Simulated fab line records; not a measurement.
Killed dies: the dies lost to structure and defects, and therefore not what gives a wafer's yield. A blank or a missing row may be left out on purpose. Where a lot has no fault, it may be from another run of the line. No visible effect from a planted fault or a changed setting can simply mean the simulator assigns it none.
Split-lot study :: flow rit_cmos :: 23 wafers read from 5 lots, route of 202 steps

THE SPLIT ITSELF
At RIT_GATE_OXIDATION_05 (target thk 3 nm, ox time 270 s), the setting temp_c was moved away from the recipe's 900 C on 15 of the 23 wafers read, by -2.7% to +0.9%. For the rest of the wafers, this setting stayed at what the recipe calls for.

FROM THE SPLIT TO THE READING: what the file shows between them, 1 step
- RIT_GATE_ANNEAL_06: time 600 s

THE READING
GATE_OXIDE_THK (nm), taken at RIT_GATE_THK_MEAS_07. Typical for fault-free wafers on this fab line: 3.00 nm, with standard deviation 0.063 nm.

wafer: L078.1
tool, chamber at the split: furnace-04, 0
temp_c as run, C: 900
against the recipe: recipe
GATE_OXIDE_THK, nm: 3.05
against lot-mates on the recipe: -

wafer: L078.2
tool, chamber at the split: furnace-04, 0
temp_c as run, C: 900
against the recipe: recipe
GATE_OXIDE_THK, nm: 3.03
against lot-mates on the recipe: -

wafer: L078.5
tool, chamber at the split: furnace-04, 0
temp_c as run, C: 900
against the recipe: recipe
GATE_OXIDE_THK, nm: 3.08
against lot-mates on the recipe: -

wafer: L079.1
tool, chamber at the split: -, -
temp_c as run, C: 889
against the recipe: -1.2%
GATE_OXIDE_THK, nm: 2.72
against lot-mates on the recipe: no lot-mate on the recipe

wafer: L079.2
tool, chamber at the split: -, -
temp_c as run, C: 889
against the recipe: -1.2%
GATE_OXIDE_THK, nm: 2.70
against lot-mates on the recipe: no lot-mate on the recipe

wafer: L079.3
tool, chamber at the split: -, -
temp_c as run, C: 889
against the recipe: -1.2%
GATE_OXIDE_THK, nm: 2.70
against lot-mates on the recipe: no lot-mate on the recipe

wafer: L079.4
tool, chamber at the split: -, -
temp_c as run, C: 889
against the recipe: -1.2%
GATE_OXIDE_THK, nm: 2.72
against lot-mates on the recipe: no lot-mate on the recipe

wafer: L079.5
tool, chamber at the split: -, -
temp_c as run, C: 889
against the recipe: -1.2%
GATE_OXIDE_THK, nm: 2.73
against lot-mates on the recipe: no lot-mate on the recipe

wafer: L081.1
tool, chamber at the split: -, -
temp_c as run, C: 900
against the recipe: recipe
GATE_OXIDE_THK, nm: 3.01
against lot-mates on the recipe: -

wafer: L081.2
tool, chamber at the split: -, -
temp_c as run, C: 900
against the recipe: recipe
GATE_OXIDE_THK, nm: 2.99
against lot-mates on the recipe: -

wafer: L081.3
tool, chamber at the split: -, -
temp_c as run, C: 900
against the recipe: recipe
GATE_OXIDE_THK, nm: 2.93
against lot-mates on the recipe: -

wafer: L081.5
tool, chamber at the split: -, -
temp_c as run, C: 900
against the recipe: recipe
GATE_OXIDE_THK, nm: 3.03
against lot-mates on the recipe: -

wafer: L081.6
tool, chamber at the split: -, -
temp_c as run, C: 900
against the recipe: recipe
GATE_OXIDE_THK, nm: 2.94
against lot-mates on the recipe: -

wafer: L082.1
tool, chamber at the split: -, -
temp_c as run, C: 908.1
against the recipe: +0.9%
GATE_OXIDE_THK, nm: 3.33
against lot-mates on the recipe: no lot-mate on the recipe

wafer: L082.3
tool, chamber at the split: -, -
temp_c as run, C: 908.1
against the recipe: +0.9%
GATE_OXIDE_THK, nm: 3.28
against lot-mates on the recipe: no lot-mate on the recipe

wafer: L082.4
tool, chamber at the split: -, -
temp_c as run, C: 908.1
against the recipe: +0.9%
GATE_OXIDE_THK, nm: 3.24
against lot-mates on the recipe: no lot-mate on the recipe

wafer: L082.5
tool, chamber at the split: -, -
temp_c as run, C: 908.1
against the recipe: +0.9%
GATE_OXIDE_THK, nm: 3.39
against lot-mates on the recipe: no lot-mate on the recipe

wafer: L082.6
tool, chamber at the split: -, -
temp_c as run, C: 908.1
against the recipe: +0.9%
GATE_OXIDE_THK, nm: 3.29
against lot-mates on the recipe: no lot-mate on the recipe

wafer: L085.1
tool, chamber at the split: -, -
temp_c as run, C: 876.1
against the recipe: -2.7%
GATE_OXIDE_THK, nm: 2.10
against lot-mates on the recipe: no lot-mate on the recipe

wafer: L085.2
tool, chamber at the split: -, -
temp_c as run, C: 876.1
against the recipe: -2.7%
GATE_OXIDE_THK, nm: 2.09
against lot-mates on the recipe: no lot-mate on the recipe

wafer: L085.3
tool, chamber at the split: -, -
temp_c as run, C: 876.1
against the recipe: -2.7%
GATE_OXIDE_THK, nm: 2.18
against lot-mates on the recipe: no lot-mate on the recipe

wafer: L085.4
tool, chamber at the split: -, -
temp_c as run, C: 876.1
against the recipe: -2.7%
GATE_OXIDE_THK, nm: 2.10
against lot-mates on the recipe: no lot-mate on the recipe

wafer: L085.6
tool, chamber at the split: -, -
temp_c as run, C: 876.1
against the recipe: -2.7%
GATE_OXIDE_THK, nm: 2.24
against lot-mates on the recipe: no lot-mate on the recipe

THE FIT
A straight line over all 23 wafers: GATE_OXIDE_THK changes by +0.319 nm for each +1% of temp_c; r = +0.99; the points scatter about the line by 0.065 nm.
Too few moved wafers with a lot-mate on the recipe to fit a line net of each lot's own level.

THE WHOLE CHAIN: every reading that the file lists as answering this split, in the file's order
step: RIT_GATE_OXIDATION_05
what it does: target thk 3 nm, ox time 270 s
reading: SiO2_of_GATE_OXIDATION_05.thk_nm (the simulator's own value, which no gauge read)
change (the file's fit): +0.311 nm for each +1% of the setting
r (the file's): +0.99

step: RIT_GATE_THK_MEAS_07
what it does: 
reading: GATE_OXIDE_THK
change (the file's fit): +0.318 for each +1% of the setting
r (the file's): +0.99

THE FILE'S OWN FIT
GATE_OXIDE_THK changes by +0.318 nm for each +1% of temp_c, r = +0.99.
